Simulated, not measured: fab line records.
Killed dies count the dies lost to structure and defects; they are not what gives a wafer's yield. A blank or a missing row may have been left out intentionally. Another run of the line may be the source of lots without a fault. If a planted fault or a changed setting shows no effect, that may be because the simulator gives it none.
Which tool was responsible?	flow ritCmos	14 lots, 42 wafers sampled, at 2 steps of a route of 202

== WHAT THE GAUGES SHOWED, per wafer ==
RIT_CONTACT_CD_MEAS_90: the cd target is 1000 nm. Usual: cdNm reads 999.2 nm (standard deviation 2.2).
lot	measured	on	cdNm (nm)	flag
L581	day 3 06:54	cdSem-01	1007.0 1003.1 1004.8	
L582	day 3 11:19	cdSem-01	1000.6 1002.3 999.7	
L583	day 3 18:32	cdSem-01	999.7 997.5 999.4	
L584	day 4 00:41	cdSem-01	1001.4 1000.2 1001.5	
L585	day 4 06:19	cdSem-01	1000.2 999.6 1000.7	
L588	day 4 21:01	cdSem-01	999.8 1003.1 999.8	
L589	day 4 23:22	cdSem-01	1001.8 1001.7 999.5	
L590	day 5 03:14	cdSem-01	996.0 998.0 997.9	
L591	day 5 11:38	cdSem-02	997.8 997.3 996.4	
L592	day 5 18:07	cdSem-01	1002.2 997.3 998.8	
L593	day 5 20:08	cdSem-02	998.8 998.6 996.8	
L595	day 6 04:14	cdSem-02	- - -	OFF
L596	day 6 08:23	cdSem-01	- - -	OFF
L604	day 8 09:22	cdSem-02	998.4 999.0 996.1	

== EACH LOT AND THE TOOL THAT RAN IT (in order: tool; ch and the chambers of the sampled wafers; start) ==
lot	RIT_CONTACT_ETCH_11
L581	rieDiel-01 ch 0,2,3, day 3 06:29
L582	rieDiel-04 ch 0,1,2, day 3 10:53
L583	rieDiel-01 ch 1,2,3, day 3 18:10
L584	rieDiel-01 ch 0,1, day 4 00:17
L585	rieDiel-04 ch 0,1,2, day 4 05:56
L588	rieDiel-01 ch 0,1,3, day 4 20:40
L589	rieDiel-04 ch 2,3, day 4 22:58
L590	rieDiel-01 ch 0,1,2, day 5 02:50
L591	rieDiel-04 ch 2,3, day 5 11:14
L592	rieDiel-01 ch 1,3, day 5 17:44
L593	rieDiel-03 ch 0,2,3, day 5 19:46
L595	rieDiel-01 ch 0,2,3, day 6 03:52
L596	rieDiel-03 ch 1,2,3, day 6 08:00
L604	rieDiel-04 ch 1,2,3, day 8 09:00
- RIT_CONTACT_ETCH_11: etches SiO2 in CHF3/CF4/Ar, stops on TiSi2, target depth 480 nm, time 320 s.

== WHAT THE TOOLS THEMSELVES READ (means of the sampled wafers that have a number; where no wafer has one, the mark that the record gives instead) ==
RIT_CONTACT_ETCH_11. Usual: CHF3_flow_sccm 49.99 sccm, standard deviation 0.17; O2_flow_sccm 4.998 sccm, standard deviation 0.016; drypumpMotorCurrentA 5.6 A, standard deviation 0.52; mfcArSccm 99.99 sccm, standard deviation 0.28; oesProductAu 0.984 a.u., standard deviation 0.015; throttleValvePct 8.85 %, standard deviation 0.11.
lot	tool	CHF3_flow_sccm (sccm)	O2_flow_sccm (sccm)	drypumpMotorCurrentA (A)	mfcArSccm (sccm)	oesProductAu (a.u.)	throttleValvePct (%)	flag
L581	rieDiel-01	50.04	4.984	5.5	100.06	0.984	8.84	
L582	rieDiel-04	49.92	5.002	5.9	100.23	0.987	8.84	
L583	rieDiel-01	49.97	5.003	6.0	99.89	0.990	8.74	
L584	rieDiel-01	50.14	4.994	5.8	100.30	1.001	8.76	
L585	rieDiel-04	49.96	4.995	5.9	99.92	0.984	8.84	
L588	rieDiel-01	50.04	5.007	5.8	99.90	0.984	8.76	
L589	rieDiel-04	49.82	5.014	5.3	99.80	0.964	9.00	
L590	rieDiel-01	49.85	4.993	5.5	100.23	0.995	8.84	
L591	rieDiel-04	50.17	4.986	5.7	99.81	0.977	8.98	
L592	rieDiel-01	50.24	4.974	6.3	99.90	0.990	8.69	
L593	rieDiel-03	50.11	5.017	5.5	99.95	0.984	8.89	
L595	rieDiel-01	-	-	-	-	-	-	OFF
L596	rieDiel-03	-	-	-	-	-	-	OFF
L604	rieDiel-04	50.04	4.997	5.6	99.74	0.982	8.90	

== THE ANSWER, worked out from the rows above alone ==
Rule: a lot counts as off when the mean over its wafers that have a number is more than 3 standard deviations away from the usual mean. A lot without any number at a reading at which 4 lots or more have one is off too. All remaining lots with rows at the step are treated as sound. After the gauges, taken in route order, come the tools' own readings; for these a lot's mean is taken, as printed above. At the first step where some lot is off, the reading lying furthest off is the one used; lots without a number count as furthest.
Off: L595, L596, at RIT_CONTACT_CD_MEAS_90 (cdNm). Without a number there: L595, L596.
If a tool, at a process step before that reading, ran all the lots that are off and no sound lot after the first of them, it fits. Not tried: the gauges at RIT_CONTACT_CD_MEAS_90; whatever is off there is also off at RIT_CONTACT_ETCH_11, on other tools, and gauge error can't account for it. Not one of the candidates tried fits.

== WHAT WAS PUT IN BY THE SIMULATOR ==
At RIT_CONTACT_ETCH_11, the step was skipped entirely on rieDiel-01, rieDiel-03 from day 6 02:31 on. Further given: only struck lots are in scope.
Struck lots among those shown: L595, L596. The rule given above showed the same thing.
